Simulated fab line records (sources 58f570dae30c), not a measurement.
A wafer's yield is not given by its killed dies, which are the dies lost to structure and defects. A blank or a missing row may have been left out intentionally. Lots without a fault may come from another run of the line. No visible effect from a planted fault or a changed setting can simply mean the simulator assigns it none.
Which tool did it? -- flow berkeley-cmos170 -- Sampling: 13 lots, 37 wafers, 3 of 331 route steps

WHAT THE GAUGES READ, wafer by wafer
UCB170_FIELD_THK_MEAS_91. Usual: FIELD_OXIDE_LEFT_2_THK typically reads 350 nm, with standard deviation 12.
lot,measured,on,FIELD_OXIDE_LEFT_2_THK (nm),flag
L490,day 5 13:45,film-metro-01,328 321 325,
L492,day 6 02:29,film-metro-03,367 362 363,
L493,day 6 03:33,film-metro-01,357 355 352,
L491,day 6 03:50,film-metro-01,353 358 356,
L496,day 6 14:04,film-metro-01,333 335 334,
L499,day 7 10:14,film-metro-02,337 331 328,
L500,day 7 20:32,film-metro-03,351 347 358,
L502,day 8 04:22,film-metro-02,359 364 360,
L504,day 8 19:20,film-metro-01,351 349 361,
L506,day 9 03:15,film-metro-01,359 364 372,
L508,day 9 09:20,film-metro-02,359,
L511,day 10 05:37,film-metro-01,364 358 369,
L512,day 10 21:42,film-metro-03,358 348 355,

UCB170_GATE_CD_MEAS_12: target cd 350 nm. Usual: cd-nm reads 349.5 nm (standard deviation 1.5).
lot,measured,on,cd-nm (nm),flag
L490,day 6 01:38,cd-sem-01,348.3 347.1 348.1,
L492,day 6 15:19,cd-sem-01,347.2 347.5 347.4,
L493,day 6 15:46,cd-sem-02,345.8 347.8 346.3,
L491,day 6 15:35,cd-sem-02,351.0 352.1 351.9,
L496,day 6 23:46,cd-sem-01,347.6 348.0 346.8,
L499,day 7 23:05,cd-sem-01,351.9 350.9 351.9,
L500,day 8 07:33,cd-sem-02,350.5 350.6 350.1,
L502,day 8 18:10,cd-sem-02,349.4 347.9 348.1,
L504,day 9 08:55,cd-sem-01,349.7 348.5 350.1,
L506,day 9 16:40,cd-sem-01,348.6 350.0 349.6,
L508,day 9 21:03,cd-sem-01,349.1,
L511,day 10 15:54,cd-sem-02,351.9 353.5 353.1,
L512,day 11 09:14,cd-sem-02,349.9 350.3 349.9,

EACH LOT AND THE TOOL THAT RAN IT (in order: tool; ch and the chambers of the sampled wafers; start)
lot,UCB170_PVT_STRIP_08
L490,"plasma-asher-02 ch 0,1, day 5 13:31"
L492,"plasma-asher-01 ch 0,1, day 6 02:15"
L493,"plasma-asher-02 ch 0,1, day 6 03:20"
L491,"plasma-asher-04 ch 0,1, day 6 03:36"
L496,"plasma-asher-01 ch 0,1, day 6 13:50"
L499,"plasma-asher-01 ch 0,1, day 7 09:31"
L500,"plasma-asher-02 ch 0,1, day 7 20:18"
L502,"plasma-asher-01 ch 0,1, day 8 04:08"
L504,"plasma-asher-02 ch 0,1, day 8 19:07"
L506,"plasma-asher-01 ch 0,1, day 9 03:01"
L508,"plasma-asher-04 ch 0, day 9 09:07"
L511,"plasma-asher-04 ch 0,1, day 10 05:24"
L512,"plasma-asher-02 ch 0,1, day 10 21:25"
- UCB170_PVT_STRIP_08: strips in O2.

AS READ BY THE TOOLS THEMSELVES (means over the sampled wafers that have a number; for cases with no such wafer, the mark the record gives instead)
UCB170_PVT_STRIP_08. Usual: drypump-motor-current-A 5.7 A, standard deviation 0.59; oes-product-au 0.735 a.u., standard deviation 0.0046; strip-time-to-endpoint-s 21.63 s, standard deviation 0.059.
lot,tool,drypump-motor-current-A (A),oes-product-au (a.u.),strip-time-to-endpoint-s (s),flag
L490,plasma-asher-02,6.1,0.740,21.65,
L492,plasma-asher-01,5.7,0.733,21.69,
L493,plasma-asher-02,6.0,0.730,21.57,
L491,plasma-asher-04,5.2,0.734,21.56,
L496,plasma-asher-01,5.7,0.740,21.66,
L499,plasma-asher-01,6.1,0.735,21.65,
L500,plasma-asher-02,6.0,0.739,21.67,
L502,plasma-asher-01,5.6,0.733,21.61,
L504,plasma-asher-02,6.2,0.734,21.54,
L506,plasma-asher-01,6.1,0.735,21.68,
L508,plasma-asher-04,4.9,0.731,21.79,
L511,plasma-asher-04,5.2,0.736,21.64,
L512,plasma-asher-02,6.0,0.737,21.59,

THE ANSWER, worked out from the rows above alone
Rule: take the mean of a lot's wafers that have a number; if it is more than 3 standard deviations from the usual mean, the lot is off. Also off: a lot with no number at a reading for which 4 or more lots have one. All remaining lots with rows at the step are treated as sound. First the gauges in route order, then the tools' own readings, where a lot's mean is used as printed above. At the first step where some lot is off, the reading lying furthest off is the one used; lots without a number count as furthest.
None of the lots is off at any reading shown; this tells nothing.

WHAT THE SIMULATOR HAD PUT IN
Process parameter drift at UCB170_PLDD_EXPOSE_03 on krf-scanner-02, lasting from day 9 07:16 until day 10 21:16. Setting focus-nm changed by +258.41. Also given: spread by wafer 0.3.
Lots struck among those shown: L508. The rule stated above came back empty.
